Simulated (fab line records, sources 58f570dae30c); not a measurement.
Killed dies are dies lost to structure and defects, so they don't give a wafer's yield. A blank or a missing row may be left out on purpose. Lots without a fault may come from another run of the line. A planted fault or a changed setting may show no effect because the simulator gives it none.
Split-lot experiment | flow berkeley_cmos170 | 5 lots, 23 wafers read, on a route of 331 steps

THE SPLIT
At UCB170_GATE_CVD_04 (deposits poly-Si from SiH4, time 1440 s, target thk 214 nm), the setting sih4_flow_sccm was moved away from the recipe's 120 sccm on 15 of the 23 wafers read, by -4.9% to +5.2%. The other wafers ran this setting at the recipe's value.

The file shows no step between the split and the reading.

THE READING
GATE_POLY_THK, in nm, at UCB170_GATE_THK_MEAS_05. Fault-free wafers of this fab line usually give 212.8 nm, standard deviation 1.6 nm.

wafer  | tool, chamber at the split | sih4_flow_sccm as run, sccm | against the recipe | GATE_POLY_THK, nm | against lot-mates on the recipe
L075.1 | -, -                       | 114.1                       | -4.9%              | 199.8             | no lot-mate on the recipe
L075.2 | -, -                       | 114.1                       | -4.9%              | 200.9             | no lot-mate on the recipe
L075.3 | -, -                       | 114.1                       | -4.9%              | 200.5             | no lot-mate on the recipe
L075.4 | -, -                       | 114.1                       | -4.9%              | 201.1             | no lot-mate on the recipe
L075.5 | -, -                       | 114.1                       | -4.9%              | 201.0             | no lot-mate on the recipe
L079.1 | -, -                       | 126.3                       | +5.2%              | 225.7             | no lot-mate on the recipe
L079.2 | -, -                       | 126.3                       | +5.2%              | 224.1             | no lot-mate on the recipe
L079.3 | -, -                       | 126.3                       | +5.2%              | 225.0             | no lot-mate on the recipe
L079.4 | -, -                       | 126.3                       | +5.2%              | 222.4             | no lot-mate on the recipe
L079.6 | -, -                       | 126.3                       | +5.2%              | 224.8             | no lot-mate on the recipe
L080.2 | lpcvd-01, 0                | 120                         | recipe             | 211.2             | -
L080.3 | lpcvd-01, 0                | 120                         | recipe             | 211.5             | -
L080.4 | lpcvd-01, 0                | 120                         | recipe             | 213.5             | -
L081.1 | -, -                       | 126                         | +5.0%              | 225.0             | no lot-mate on the recipe
L081.3 | -, -                       | 126                         | +5.0%              | 225.3             | no lot-mate on the recipe
L081.4 | -, -                       | 126                         | +5.0%              | 224.3             | no lot-mate on the recipe
L081.5 | -, -                       | 126                         | +5.0%              | 226.1             | no lot-mate on the recipe
L081.6 | -, -                       | 126                         | +5.0%              | 226.3             | no lot-mate on the recipe
L082.1 | -, -                       | 120                         | recipe             | 211.6             | -
L082.2 | -, -                       | 120                         | recipe             | 210.1             | -
L082.4 | -, -                       | 120                         | recipe             | 211.1             | -
L082.5 | -, -                       | 120                         | recipe             | 211.1             | -
L082.6 | -, -                       | 120                         | recipe             | 214.0             | -

THE FIT
A straight line over all 23 wafers: GATE_POLY_THK changes by +2.43 nm for each +1% of sih4_flow_sccm; r = +0.99; the points scatter about the line by 1.2 nm.
Too few moved wafers have a lot-mate on the recipe to fit a line with each lot's own level taken away.

THE WHOLE CHAIN: every reading that the file lists as answering this split, in the file's order
step                    | what it does                                                                 | reading                                                                        | change (the file's fit)              | r (the file's)
UCB170_GATE_CVD_04      | deposits poly-Si from SiH4, time 1440 s, target thk 214 nm                   | poly-Si_of_GATE_CVD_04.thk_nm (the simulator's own value, which no gauge read) | +2.44 nm for each +1% of the setting | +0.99
UCB170_GATE_THK_MEAS_05 |                                                                              | GATE_POLY_THK                                                                  | +2.43 for each +1% of the setting    | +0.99
UCB170_GATE_ETCH_15     | etches poly-Si in HBr/Cl2, stops on SiO2, time 56.3 s, target depth 278.2 nm | GATE.feature_depth_nm (the simulator's own value, which no gauge read)         | +2.44 nm for each +1% of the setting | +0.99
UCB170_GATE_ETCH_15     | etches poly-Si in HBr/Cl2, stops on SiO2, time 56.3 s, target depth 278.2 nm | etch.depth_nm (the simulator's own value, which no gauge read)                 | +2.44 nm for each +1% of the setting | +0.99

THE FILE'S OWN FIT
GATE_POLY_THK changes by +2.43 nm for each +1% of sih4_flow_sccm, r = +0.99.
